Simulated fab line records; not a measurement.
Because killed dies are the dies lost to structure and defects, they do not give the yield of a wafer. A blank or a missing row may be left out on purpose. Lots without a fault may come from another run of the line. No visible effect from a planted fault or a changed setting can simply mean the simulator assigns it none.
fab line records / flow ritCmos
[record] lots = 7 wafers = 21 lastDay = 7
route steps=202 shown FOX2@25 NWELL@28 PWELL@39 WELLDRIVE@50
lots that met no fault: from a run of the same line without faults
startH: hours from the record's opening day to when the first of the lot's shown wafers began / waitH: time in hours since the lot's previous step / " repeats the value in the row above / L1.1+2: one row covering several wafers at once / - no value, or no start was given / * or withheld: withheld / < > ~ a bound
route shown NAME@n: a module of which the file shows steps, and the number in the route of the first / usual: the fault-free wafers' mean and standard deviation / same: alike in all rows / chamber/n: place in a boat / sites: readings site by site / _std_site: how widely they spread, as a standard deviation / _edge_site: the outer-site mean with the inner-site mean subtracted / radiusMm: how far each site lies from the wafer's centre / mask NAME#n: copy n / behind: the last tool/chamber to shape the wafer / hold: the reason the lot was held/the length of the hold in hours/how it ended / device: which transistor (n, p or np) failed to switch / end of line: the same wafers' tests at the end of the route / for a step that has no rows: nothing shown but its recipe / killed: count of dies lost to structure and defects at first sort (not the wafer's yield) / map: per-die view of a wafer (x killed, . not killed, _ where there is no die)
set.NAME: the setting as run; set.NAME@STEP: as run at that earlier step / model.NAME: the simulator's own value behind a step, which no gauge read
lots at selected steps of the route; one table per step, one row per wafer
services: when a tool's chamber went out of use (startH, in hours from the record's first day, below 0 if earlier), for how many hours, and the reason
[[steps]]
[step RIT_FOX2_CLEAN_02]
[recipe] chemistry = dHF dilution = 50:1 timeS = 171.4
[step RIT_FOX2_WET_ETCH_03]
[recipe] chemistry = H3PO4 target = Si3N4 targetDepthNm = 195 tempC = 165 timeS = 2700
[step RIT_FOX2_THK_MEAS_90]
[recipe] reads = SiO2_of_FOX2_OXIDATION_00
[usual] FIELD_OXIDE_LEFT_1_THK = 324/6.7
lot.wafer=L803.3 tool=filmMetro-03 chamber=- startH=56.13 waitH=0.0 FIELD_OXIDE_LEFT_1_THK[nm]=331
lot.wafer=L803.4 tool=filmMetro-03 chamber=- startH=56.13 waitH=0.0 FIELD_OXIDE_LEFT_1_THK[nm]=323
lot.wafer=L803.5 tool=filmMetro-03 chamber=- startH=56.13 waitH=0.0 FIELD_OXIDE_LEFT_1_THK[nm]=330
lot.wafer=L807.3 tool=filmMetro-04 chamber=- startH=76.09 waitH=0.0 FIELD_OXIDE_LEFT_1_THK[nm]=324
lot.wafer=L807.4 tool=filmMetro-04 chamber=- startH=76.09 waitH=0.0 FIELD_OXIDE_LEFT_1_THK[nm]=319
lot.wafer=L807.6 tool=filmMetro-04 chamber=- startH=76.09 waitH=0.0 FIELD_OXIDE_LEFT_1_THK[nm]=328
lot.wafer=L808.2 tool=filmMetro-04 chamber=- startH=79.43 waitH=0.0 FIELD_OXIDE_LEFT_1_THK[nm]=327
lot.wafer=L808.4 tool=filmMetro-04 chamber=- startH=79.43 waitH=0.0 FIELD_OXIDE_LEFT_1_THK[nm]=326
lot.wafer=L808.6 tool=filmMetro-04 chamber=- startH=79.43 waitH=0.0 FIELD_OXIDE_LEFT_1_THK[nm]=329
lot.wafer=L809.1 tool=filmMetro-01 chamber=- startH=84.60 waitH=0.0 FIELD_OXIDE_LEFT_1_THK[nm]=329
lot.wafer=L809.2 tool=filmMetro-01 chamber=- startH=84.60 waitH=0.0 FIELD_OXIDE_LEFT_1_THK[nm]=325
lot.wafer=L809.6 tool=filmMetro-01 chamber=- startH=84.60 waitH=0.0 FIELD_OXIDE_LEFT_1_THK[nm]=325
lot.wafer=L811.2 tool=filmMetro-04 chamber=- startH=94.20 waitH=0.0 FIELD_OXIDE_LEFT_1_THK[nm]=323
lot.wafer=L811.3 tool=filmMetro-04 chamber=- startH=94.20 waitH=0.0 FIELD_OXIDE_LEFT_1_THK[nm]=317
lot.wafer=L811.4 tool=filmMetro-04 chamber=- startH=94.20 waitH=0.0 FIELD_OXIDE_LEFT_1_THK[nm]=327
lot.wafer=L817.1 tool=filmMetro-03 chamber=- startH=124.44 waitH=0.0 FIELD_OXIDE_LEFT_1_THK[nm]=322
lot.wafer=L817.2 tool=filmMetro-03 chamber=- startH=124.44 waitH=0.0 FIELD_OXIDE_LEFT_1_THK[nm]=321
lot.wafer=L817.4 tool=filmMetro-03 chamber=- startH=124.44 waitH=0.0 FIELD_OXIDE_LEFT_1_THK[nm]=320
lot.wafer=L818.2 tool=filmMetro-04 chamber=- startH=130.42 waitH=0.0 FIELD_OXIDE_LEFT_1_THK[nm]=323
lot.wafer=L818.5 tool=filmMetro-04 chamber=- startH=130.42 waitH=0.0 FIELD_OXIDE_LEFT_1_THK[nm]=322
lot.wafer=L818.6 tool=filmMetro-04 chamber=- startH=130.42 waitH=0.0 FIELD_OXIDE_LEFT_1_THK[nm]=322
[step RIT_NWELL_HMDS_00]
[recipe] primeTimeS = 62.67 primeTempC = 140
[step RIT_NWELL_COAT_01]
[recipe] resist = NOVOLAK spinRpm = 2000 resistThkNm = 1300
[step RIT_NWELL_SOFTBAKE_02]
[recipe] resist = NOVOLAK tempC = 90 timeS = 60
[step RIT_NWELL_EXPOSE_03]
[recipe] maskId = M2 na = 0.57 targetCdNm = 43900 doseMj = 250
[step RIT_NWELL_PEB_04]
[recipe] resist = NOVOLAK tempC = withheld timeS = withheld
[step RIT_NWELL_DEVELOP_05]
[recipe] resist = NOVOLAK developTimeS = 68 devTempC = 23
[step RIT_NWELL_OVL_MEAS_06]
[usual] NWELL_OVL = -0.8/1.3
lot.wafer=L803.3 tool=overlay-01 chamber=- startH=57.22 waitH=- NWELL_OVL[nm]=-1.4
lot.wafer=L803.4 tool=overlay-01 chamber=- startH=57.22 waitH=- NWELL_OVL[nm]=-2.2
lot.wafer=L803.5 tool=overlay-01 chamber=- startH=57.22 waitH=- NWELL_OVL[nm]=-0.5
lot.wafer=L807.3 tool=overlay-01 chamber=- startH=77.06 waitH=- NWELL_OVL[nm]=-1.5
lot.wafer=L807.4 tool=overlay-01 chamber=- startH=77.06 waitH=- NWELL_OVL[nm]=-0.5
lot.wafer=L807.6 tool=overlay-01 chamber=- startH=77.06 waitH=- NWELL_OVL[nm]=1.3
lot.wafer=L808.2 tool=overlay-02 chamber=- startH=80.36 waitH=- NWELL_OVL[nm]=-0.1
lot.wafer=L808.4 tool=overlay-02 chamber=- startH=80.36 waitH=- NWELL_OVL[nm]=0.6
lot.wafer=L808.6 tool=overlay-02 chamber=- startH=80.36 waitH=- NWELL_OVL[nm]=-0.5
lot.wafer=L809.1 tool=overlay-01 chamber=- startH=85.63 waitH=- NWELL_OVL[nm]=-4.4
lot.wafer=L809.2 tool=overlay-01 chamber=- startH=85.63 waitH=- NWELL_OVL[nm]=-2.9
lot.wafer=L809.6 tool=overlay-01 chamber=- startH=85.63 waitH=- NWELL_OVL[nm]=-2.2
lot.wafer=L811.2 tool=overlay-01 chamber=- startH=95.36 waitH=- NWELL_OVL[nm]=-2.1
lot.wafer=L811.3 tool=overlay-01 chamber=- startH=95.36 waitH=- NWELL_OVL[nm]=0.0
lot.wafer=L811.4 tool=overlay-01 chamber=- startH=95.36 waitH=- NWELL_OVL[nm]=-1.1
lot.wafer=L817.1 tool=overlay-01 chamber=- startH=125.38 waitH=- NWELL_OVL[nm]=-3.0
lot.wafer=L817.2 tool=overlay-01 chamber=- startH=125.38 waitH=- NWELL_OVL[nm]=-2.1
lot.wafer=L817.4 tool=overlay-01 chamber=- startH=125.38 waitH=- NWELL_OVL[nm]=-3.2
lot.wafer=L818.2 tool=overlay-01 chamber=- startH=131.48 waitH=- NWELL_OVL[nm]=0.7
lot.wafer=L818.5 tool=overlay-01 chamber=- startH=131.48 waitH=- NWELL_OVL[nm]=0.5
lot.wafer=L818.6 tool=overlay-01 chamber=- startH=131.48 waitH=- NWELL_OVL[nm]=-0.3
[step RIT_NWELL_HARDBAKE_07]
[recipe] resist = NOVOLAK tempC = 140 timeS = 120
[step RIT_NWELL_IMPLANT_08]
[recipe] species = P energyKev = 170 doseCm2 = 5e+13 tiltDeg = 7
[step RIT_NWELL_STRIP_09]
[recipe] chemistry = O2 timeS = 180 resist = NOVOLAK platenTempC = withheld powerW = 500 pressureMtorr = 4000 o2FlowSccm = 4000
[usual] chamberPressureMTorr = 3999/4.1 drypumpMotorCurrentA = 5.88/0.22 rfReflPowerW = 7.7/0.72
lot.wafer=L803.3 tool=plasmaAsher-04 chamber=0 startH=57.70 waitH=0.1 chamberPressureMTorr=3997 drypumpMotorCurrentA=5.74 rfHoursCounterH=- rfReflPowerW=6.6 model.NOVOLAK_of_NWELL_COAT_01.thkNm=0
lot.wafer=L803.4 tool=plasmaAsher-04 chamber=1 startH=57.70 waitH=0.1 chamberPressureMTorr=3994 drypumpMotorCurrentA=5.79 rfHoursCounterH=- rfReflPowerW=7.9 model.NOVOLAK_of_NWELL_COAT_01.thkNm=0
lot.wafer=L803.5 tool=plasmaAsher-04 chamber=1 startH=57.70 waitH=0.1 chamberPressureMTorr=3995 drypumpMotorCurrentA=5.81 rfHoursCounterH=- rfReflPowerW=8.0 model.NOVOLAK_of_NWELL_COAT_01.thkNm=0
lot.wafer=L807.3 tool=plasmaAsher-04 chamber=1 startH=77.54 waitH=0.1 chamberPressureMTorr=- drypumpMotorCurrentA=- rfHoursCounterH=- rfReflPowerW=- model.NOVOLAK_of_NWELL_COAT_01.thkNm=1139
lot.wafer=L807.4 tool=plasmaAsher-04 chamber=0 startH=77.54 waitH=0.1 chamberPressureMTorr=- drypumpMotorCurrentA=- rfHoursCounterH=- rfReflPowerW=- model.NOVOLAK_of_NWELL_COAT_01.thkNm=1134
lot.wafer=L807.6 tool=plasmaAsher-04 chamber=0 startH=77.54 waitH=0.1 chamberPressureMTorr=- drypumpMotorCurrentA=- rfHoursCounterH=- rfReflPowerW=- model.NOVOLAK_of_NWELL_COAT_01.thkNm=1138
lot.wafer=L808.2 tool=plasmaAsher-03 chamber=0 startH=80.79 waitH=0.1 chamberPressureMTorr=- drypumpMotorCurrentA=- rfHoursCounterH=- rfReflPowerW=- model.NOVOLAK_of_NWELL_COAT_01.thkNm=1136
lot.wafer=L808.4 tool=plasmaAsher-03 chamber=0 startH=80.79 waitH=0.1 chamberPressureMTorr=- drypumpMotorCurrentA=- rfHoursCounterH=- rfReflPowerW=- model.NOVOLAK_of_NWELL_COAT_01.thkNm=1140
lot.wafer=L808.6 tool=plasmaAsher-03 chamber=1 startH=80.79 waitH=0.1 chamberPressureMTorr=- drypumpMotorCurrentA=- rfHoursCounterH=- rfReflPowerW=- model.NOVOLAK_of_NWELL_COAT_01.thkNm=1137
lot.wafer=L809.1 tool=plasmaAsher-03 chamber=0 startH=86.09 waitH=0.1 chamberPressureMTorr=- drypumpMotorCurrentA=- rfHoursCounterH=- rfReflPowerW=- model.NOVOLAK_of_NWELL_COAT_01.thkNm=1136
lot.wafer=L809.2 tool=plasmaAsher-03 chamber=1 startH=86.09 waitH=0.1 chamberPressureMTorr=- drypumpMotorCurrentA=- rfHoursCounterH=- rfReflPowerW=- model.NOVOLAK_of_NWELL_COAT_01.thkNm=1134
lot.wafer=L809.6 tool=plasmaAsher-03 chamber=0 startH=86.09 waitH=0.1 chamberPressureMTorr=- drypumpMotorCurrentA=- rfHoursCounterH=- rfReflPowerW=- model.NOVOLAK_of_NWELL_COAT_01.thkNm=1138
lot.wafer=L811.2 tool=plasmaAsher-01 chamber=1 startH=95.79 waitH=0.1 chamberPressureMTorr=3997 drypumpMotorCurrentA=6.11 rfHoursCounterH=43 rfReflPowerW=9.1 model.NOVOLAK_of_NWELL_COAT_01.thkNm=0
lot.wafer=L811.3 tool=plasmaAsher-01 chamber=1 startH=95.79 waitH=0.1 chamberPressureMTorr=4008 drypumpMotorCurrentA=6.12 rfHoursCounterH=- rfReflPowerW=9.1 model.NOVOLAK_of_NWELL_COAT_01.thkNm=0
lot.wafer=L811.4 tool=plasmaAsher-01 chamber=0 startH=95.79 waitH=0.1 chamberPressureMTorr=3998 drypumpMotorCurrentA=5.41 rfHoursCounterH=- rfReflPowerW=7.3 model.NOVOLAK_of_NWELL_COAT_01.thkNm=0
lot.wafer=L817.1 tool=plasmaAsher-03 chamber=1 startH=125.88 waitH=0.1 chamberPressureMTorr=3998 drypumpMotorCurrentA=5.99 rfHoursCounterH=50 rfReflPowerW=7.9 model.NOVOLAK_of_NWELL_COAT_01.thkNm=0
lot.wafer=L817.2 tool=plasmaAsher-03 chamber=0 startH=125.88 waitH=0.1 chamberPressureMTorr=3997 drypumpMotorCurrentA=6.11 rfHoursCounterH=50 rfReflPowerW=7.8 model.NOVOLAK_of_NWELL_COAT_01.thkNm=0
lot.wafer=L817.4 tool=plasmaAsher-03 chamber=0 startH=125.88 waitH=0.1 chamberPressureMTorr=4002 drypumpMotorCurrentA=6.14 rfHoursCounterH=- rfReflPowerW=8.0 model.NOVOLAK_of_NWELL_COAT_01.thkNm=0
lot.wafer=L818.2 tool=plasmaAsher-03 chamber=1 startH=131.91 waitH=0.1 chamberPressureMTorr=3998 drypumpMotorCurrentA=5.98 rfHoursCounterH=50 rfReflPowerW=8.0 model.NOVOLAK_of_NWELL_COAT_01.thkNm=0
lot.wafer=L818.5 tool=plasmaAsher-03 chamber=0 startH=131.91 waitH=0.1 chamberPressureMTorr=3998 drypumpMotorCurrentA=6.06 rfHoursCounterH=- rfReflPowerW=7.9 model.NOVOLAK_of_NWELL_COAT_01.thkNm=0
lot.wafer=L818.6 tool=plasmaAsher-03 chamber=1 startH=131.91 waitH=0.1 chamberPressureMTorr=4002 drypumpMotorCurrentA=5.97 rfHoursCounterH=- rfReflPowerW=8.0 model.NOVOLAK_of_NWELL_COAT_01.thkNm=0
[step RIT_NWELL_TW_MEAS_10]
[usual] NWELL_TW = 2158/15
lot.wafer=L803.3 tool=filmMetro-02 chamber=- startH=57.84 waitH=0.1 NWELL_TW=2161
lot.wafer=L803.4 tool=filmMetro-02 chamber=- startH=57.84 waitH=0.1 NWELL_TW=2155
lot.wafer=L803.5 tool=filmMetro-02 chamber=- startH=57.84 waitH=0.1 NWELL_TW=2153
lot.wafer=L807.3 tool=filmMetro-02 chamber=- startH=77.68 waitH=0.1 NWELL_TW=2164
lot.wafer=L807.4 tool=filmMetro-02 chamber=- startH=77.68 waitH=0.1 NWELL_TW=2151
lot.wafer=L807.6 tool=filmMetro-02 chamber=- startH=77.68 waitH=0.1 NWELL_TW=2166
lot.wafer=L808.2 tool=filmMetro-03 chamber=- startH=80.98 waitH=0.1 NWELL_TW=2165
lot.wafer=L808.4 tool=filmMetro-03 chamber=- startH=80.98 waitH=0.1 NWELL_TW=2148
lot.wafer=L808.6 tool=filmMetro-03 chamber=- startH=80.98 waitH=0.1 NWELL_TW=2161
lot.wafer=L809.1 tool=filmMetro-03 chamber=- startH=86.26 waitH=0.1 NWELL_TW=2142
lot.wafer=L809.2 tool=filmMetro-03 chamber=- startH=86.26 waitH=0.1 NWELL_TW=2155
lot.wafer=L809.6 tool=filmMetro-03 chamber=- startH=86.26 waitH=0.1 NWELL_TW=2154
lot.wafer=L811.2 tool=filmMetro-02 chamber=- startH=95.97 waitH=0.1 NWELL_TW=2174
lot.wafer=L811.3 tool=filmMetro-02 chamber=- startH=95.97 waitH=0.1 NWELL_TW=2168
lot.wafer=L811.4 tool=filmMetro-02 chamber=- startH=95.97 waitH=0.1 NWELL_TW=2175
lot.wafer=L817.1 tool=filmMetro-03 chamber=- startH=126.05 waitH=0.1 NWELL_TW=2141
lot.wafer=L817.2 tool=filmMetro-03 chamber=- startH=126.05 waitH=0.1 NWELL_TW=2148
lot.wafer=L817.4 tool=filmMetro-03 chamber=- startH=126.05 waitH=0.1 NWELL_TW=2141
lot.wafer=L818.2 tool=filmMetro-03 chamber=- startH=132.09 waitH=0.1 NWELL_TW=2148
lot.wafer=L818.5 tool=filmMetro-03 chamber=- startH=132.09 waitH=0.1 NWELL_TW=2138
lot.wafer=L818.6 tool=filmMetro-03 chamber=- startH=132.09 waitH=0.1 NWELL_TW=2156
[step RIT_PWELL_HMDS_00]
[recipe] primeTimeS = 60 primeTempC = 140
[step RIT_PWELL_COAT_01]
[recipe] resist = NOVOLAK spinRpm = 2000 resistThkNm = 1300
[step RIT_PWELL_SOFTBAKE_02]
[recipe] resist = NOVOLAK tempC = 90 timeS = 60
[step RIT_PWELL_EXPOSE_03]
[recipe] maskId = M3 na = 0.57 targetCdNm = 43700 doseMj = 250
[step RIT_PWELL_PEB_04]
[recipe] resist = NOVOLAK tempC = withheld timeS = withheld
[step RIT_PWELL_DEVELOP_05]
[recipe] resist = NOVOLAK developTimeS = 68 devTempC = 23
[step RIT_PWELL_OVL_MEAS_06]
[usual] PWELL_OVL = 0.5/1.4
lot.wafer=L803.3 tool=overlay-01 chamber=- startH=58.89 waitH=- PWELL_OVL[nm]=-1.2
lot.wafer=L803.4 tool=overlay-01 chamber=- startH=58.89 waitH=- PWELL_OVL[nm]=1.6
lot.wafer=L803.5 tool=overlay-01 chamber=- startH=58.89 waitH=- PWELL_OVL[nm]=1.6
lot.wafer=L807.3 tool=overlay-02 chamber=- startH=78.61 waitH=- PWELL_OVL[nm]=3.3
lot.wafer=L807.4 tool=overlay-02 chamber=- startH=78.61 waitH=- PWELL_OVL[nm]=0.0
lot.wafer=L807.6 tool=overlay-02 chamber=- startH=78.61 waitH=- PWELL_OVL[nm]=1.1
lot.wafer=L808.2 tool=overlay-02 chamber=- startH=82.11 waitH=- PWELL_OVL[nm]=-0.1
lot.wafer=L808.4 tool=overlay-02 chamber=- startH=82.11 waitH=- PWELL_OVL[nm]=0.2
lot.wafer=L808.6 tool=overlay-02 chamber=- startH=82.11 waitH=- PWELL_OVL[nm]=-1.0
lot.wafer=L809.1 tool=overlay-01 chamber=- startH=87.20 waitH=- PWELL_OVL[nm]=0.1
lot.wafer=L809.2 tool=overlay-01 chamber=- startH=87.20 waitH=- PWELL_OVL[nm]=1.3
lot.wafer=L809.6 tool=overlay-01 chamber=- startH=87.20 waitH=- PWELL_OVL[nm]=-0.4
lot.wafer=L811.2 tool=overlay-02 chamber=- startH=97.00 waitH=- PWELL_OVL[nm]=-1.2
lot.wafer=L811.3 tool=overlay-02 chamber=- startH=97.00 waitH=- PWELL_OVL[nm]=-1.2
lot.wafer=L811.4 tool=overlay-02 chamber=- startH=97.00 waitH=- PWELL_OVL[nm]=-2.1
lot.wafer=L817.1 tool=overlay-02 chamber=- startH=127.24 waitH=- PWELL_OVL[nm]=1.4
lot.wafer=L817.2 tool=overlay-02 chamber=- startH=127.24 waitH=- PWELL_OVL[nm]=-0.5
lot.wafer=L817.4 tool=overlay-02 chamber=- startH=127.24 waitH=- PWELL_OVL[nm]=-0.6
lot.wafer=L818.2 tool=overlay-01 chamber=- startH=133.03 waitH=- PWELL_OVL[nm]=2.5
lot.wafer=L818.5 tool=overlay-01 chamber=- startH=133.03 waitH=- PWELL_OVL[nm]=1.1
lot.wafer=L818.6 tool=overlay-01 chamber=- startH=133.03 waitH=- PWELL_OVL[nm]=1.2
[step RIT_PWELL_HARDBAKE_07]
[recipe] resist = NOVOLAK tempC = 140 timeS = 120
[step RIT_PWELL_IMPLANT_08]
[recipe] species = B energyKev = 170 doseCm2 = 7.15e+13 tiltDeg = 7
[step RIT_PWELL_STRIP_09]
[recipe] chemistry = O2 timeS = 180 resist = NOVOLAK platenTempC = withheld powerW = 500 pressureMtorr = 4000 o2FlowSccm = 4000
[usual] chamberPressureMTorr = 4000/3.8 drypumpMotorCurrentA = 5.82/0.25 rfReflPowerW = 7.2/0.71
lot.wafer=L803.3 tool=plasmaAsher-04 chamber=0 startH=59.38 waitH=0.1 chamberPressureMTorr=4002 drypumpMotorCurrentA=5.75 rfHoursCounterH=- rfReflPowerW=6.5
lot.wafer=L803.4 tool=plasmaAsher-04 chamber=1 startH=59.38 waitH=0.1 chamberPressureMTorr=3993 drypumpMotorCurrentA=5.80 rfHoursCounterH=- rfReflPowerW=7.6
lot.wafer=L803.5 tool=plasmaAsher-04 chamber=1 startH=59.38 waitH=0.1 chamberPressureMTorr=4003 drypumpMotorCurrentA=5.81 rfHoursCounterH=- rfReflPowerW=7.4
lot.wafer=L807.3 tool=plasmaAsher-02 chamber=0 startH=79.10 waitH=0.1 chamberPressureMTorr=3999 drypumpMotorCurrentA=6.04 rfHoursCounterH=- rfReflPowerW=6.8
lot.wafer=L807.4 tool=plasmaAsher-02 chamber=1 startH=79.10 waitH=0.1 chamberPressureMTorr=4000 drypumpMotorCurrentA=5.33 rfHoursCounterH=- rfReflPowerW=6.3
lot.wafer=L807.6 tool=plasmaAsher-02 chamber=1 startH=79.10 waitH=0.1 chamberPressureMTorr=4004 drypumpMotorCurrentA=5.33 rfHoursCounterH=- rfReflPowerW=6.3
lot.wafer=L808.2 tool=plasmaAsher-02 chamber=1 startH=82.54 waitH=0.1 chamberPressureMTorr=3998 drypumpMotorCurrentA=5.33 rfHoursCounterH=28 rfReflPowerW=6.1
lot.wafer=L808.4 tool=plasmaAsher-02 chamber=1 startH=82.54 waitH=0.1 chamberPressureMTorr=4001 drypumpMotorCurrentA=5.33 rfHoursCounterH=- rfReflPowerW=6.1
lot.wafer=L808.6 tool=plasmaAsher-02 chamber=0 startH=82.54 waitH=0.1 chamberPressureMTorr=4002 drypumpMotorCurrentA=6.01 rfHoursCounterH=- rfReflPowerW=7.2
lot.wafer=L809.1 tool=plasmaAsher-03 chamber=1 startH=87.64 waitH=0.1 chamberPressureMTorr=4000 drypumpMotorCurrentA=6.00 rfHoursCounterH=45 rfReflPowerW=7.9
lot.wafer=L809.2 tool=plasmaAsher-03 chamber=0 startH=87.64 waitH=0.1 chamberPressureMTorr=4002 drypumpMotorCurrentA=6.10 rfHoursCounterH=45 rfReflPowerW=7.9
lot.wafer=L809.6 tool=plasmaAsher-03 chamber=0 startH=87.64 waitH=0.1 chamberPressureMTorr=4000 drypumpMotorCurrentA=6.13 rfHoursCounterH=- rfReflPowerW=7.9
lot.wafer=L811.2 tool=plasmaAsher-04 chamber=1 startH=97.43 waitH=0.1 chamberPressureMTorr=4005 drypumpMotorCurrentA=5.80 rfHoursCounterH=48 rfReflPowerW=7.7
lot.wafer=L811.3 tool=plasmaAsher-04 chamber=1 startH=97.43 waitH=0.1 chamberPressureMTorr=3998 drypumpMotorCurrentA=5.80 rfHoursCounterH=- rfReflPowerW=7.6
lot.wafer=L811.4 tool=plasmaAsher-04 chamber=0 startH=97.43 waitH=0.1 chamberPressureMTorr=3995 drypumpMotorCurrentA=5.73 rfHoursCounterH=- rfReflPowerW=6.6
lot.wafer=L817.1 tool=plasmaAsher-04 chamber=0 startH=127.67 waitH=0.1 chamberPressureMTorr=4002 drypumpMotorCurrentA=5.70 rfHoursCounterH=1 rfReflPowerW=6.6
lot.wafer=L817.2 tool=plasmaAsher-04 chamber=1 startH=127.67 waitH=0.1 chamberPressureMTorr=3999 drypumpMotorCurrentA=5.81 rfHoursCounterH=1 rfReflPowerW=7.4
lot.wafer=L817.4 tool=plasmaAsher-04 chamber=1 startH=127.67 waitH=0.1 chamberPressureMTorr=4003 drypumpMotorCurrentA=5.79 rfHoursCounterH=- rfReflPowerW=7.5
lot.wafer=L818.2 tool=plasmaAsher-03 chamber=1 startH=133.46 waitH=0.1 chamberPressureMTorr=4002 drypumpMotorCurrentA=6.03 rfHoursCounterH=50 rfReflPowerW=8.1
lot.wafer=L818.5 tool=plasmaAsher-03 chamber=1 startH=133.46 waitH=0.1 chamberPressureMTorr=4003 drypumpMotorCurrentA=6.05 rfHoursCounterH=- rfReflPowerW=7.8
lot.wafer=L818.6 tool=plasmaAsher-03 chamber=0 startH=133.46 waitH=0.1 chamberPressureMTorr=3998 drypumpMotorCurrentA=6.08 rfHoursCounterH=- rfReflPowerW=7.9
[step RIT_PWELL_TW_MEAS_10]
[usual] PWELL_TW = 966/6.2
lot.wafer=L803.3 tool=filmMetro-02 chamber=- startH=59.51 waitH=0.1 PWELL_TW=966
lot.wafer=L803.4 tool=filmMetro-02 chamber=- startH=59.51 waitH=0.1 PWELL_TW=966
lot.wafer=L803.5 tool=filmMetro-02 chamber=- startH=59.51 waitH=0.1 PWELL_TW=963
lot.wafer=L807.3 tool=filmMetro-03 chamber=- startH=79.23 waitH=0.1 PWELL_TW=30
lot.wafer=L807.4 tool=filmMetro-03 chamber=- startH=79.23 waitH=0.1 PWELL_TW=30
lot.wafer=L807.6 tool=filmMetro-03 chamber=- startH=79.23 waitH=0.1 PWELL_TW=30
lot.wafer=L808.2 tool=filmMetro-03 chamber=- startH=82.73 waitH=0.1 PWELL_TW=30
lot.wafer=L808.4 tool=filmMetro-03 chamber=- startH=82.73 waitH=0.1 PWELL_TW=30
lot.wafer=L808.6 tool=filmMetro-03 chamber=- startH=82.73 waitH=0.1 PWELL_TW=30
lot.wafer=L809.1 tool=filmMetro-02 chamber=- startH=87.82 waitH=0.1 PWELL_TW=30
lot.wafer=L809.2 tool=filmMetro-02 chamber=- startH=87.82 waitH=0.1 PWELL_TW=30
lot.wafer=L809.6 tool=filmMetro-02 chamber=- startH=87.82 waitH=0.1 PWELL_TW=30
lot.wafer=L811.2 tool=filmMetro-03 chamber=- startH=97.62 waitH=0.1 PWELL_TW=958
lot.wafer=L811.3 tool=filmMetro-03 chamber=- startH=97.62 waitH=0.1 PWELL_TW=961
lot.wafer=L811.4 tool=filmMetro-03 chamber=- startH=97.62 waitH=0.1 PWELL_TW=957
lot.wafer=L817.1 tool=filmMetro-03 chamber=- startH=127.85 waitH=0.1 PWELL_TW=958
lot.wafer=L817.2 tool=filmMetro-03 chamber=- startH=127.85 waitH=0.1 PWELL_TW=961
lot.wafer=L817.4 tool=filmMetro-03 chamber=- startH=127.85 waitH=0.1 PWELL_TW=957
lot.wafer=L818.2 tool=filmMetro-03 chamber=- startH=133.64 waitH=0.1 PWELL_TW=957
lot.wafer=L818.5 tool=filmMetro-03 chamber=- startH=133.64 waitH=0.1 PWELL_TW=960
lot.wafer=L818.6 tool=filmMetro-03 chamber=- startH=133.64 waitH=0.1 PWELL_TW=960
[step RIT_WELLDRIVE_ANNEAL_00]
[recipe] tempC = 1100 timeS = 14700 ambient = N2
[[services]]
tool=plasmaAsher-01 chamber=- startH=74.94 hours=15.6 kind=pm
tool=plasmaAsher-01 chamber=- startH=106.05 hours=2.8 kind=repair
tool=plasmaAsher-04 chamber=- startH=108.81 hours=9.0 kind=pm
tool=plasmaAsher-04 chamber=0 startH=108.81 hours=9.0 kind=ventCycle
tool=plasmaAsher-04 chamber=1 startH=108.81 hours=9.0 kind=ventCycle
tool=plasmaAsher-02 chamber=- startH=116.39 hours=3.3 kind=repair
tool=plasmaAsher-04 chamber=0 startH=117.81 hours=- kind=clean
tool=plasmaAsher-04 chamber=1 startH=117.81 hours=- kind=clean
[[key]]
[firstSign] step = RIT_NWELL_STRIP_09 reading = toolRecord direction = missing
[effect] step = RIT_PWELL_TW_MEAS_10 reading = PWELL_TW direction = down sigmas = 99+ usual = 966 struck = 30
[modelEffect] step = RIT_NWELL_STRIP_09 value = NOVOLAK_of_NWELL_COAT_01.thkNm without = 0 struck = 1137
metAt RIT_NWELL_STRIP_09
struckWafers L807.3,L807.4,L807.6,L808.2,L808.4,L808.6,L809.1,L809.2,L809.6
laterRowsLeftOut L807.3,L807.4,L807.6,L808.2,L808.4,L808.6,L809.1,L809.2,L809.6
sortLeftOut L807.3,L807.4,L807.6,L808.2,L808.4,L808.6,L809.1,L809.2,L809.6
testerLeftOut L807,L808,L809
onsetBetween 57.70 77.54
[fault] kind = skippedStepWhole tool = plasmaAsher-03,plasmaAsher-04 chamber = - onsetH = 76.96 steps = RIT_NWELL_STRIP_09 scope = struckLotsOnly
// testerLeftOut: of these lots the tester's yield and bins aren't shown, on N5 and GAA mostly nor the transistor test; their killed dies are dies lost to structure and defects alone, not to doping, threshold or leakage, so they don't give the yield
// sortLeftOut: the simulated sort isn't trusted on such a fault, so these wafers' sort isn't shown, and their yield isn't known
// laterRowsLeftOut: the simulator's readings of these wafers behind a module that went badly wrong aren't trusted and aren't shown, but for the sort
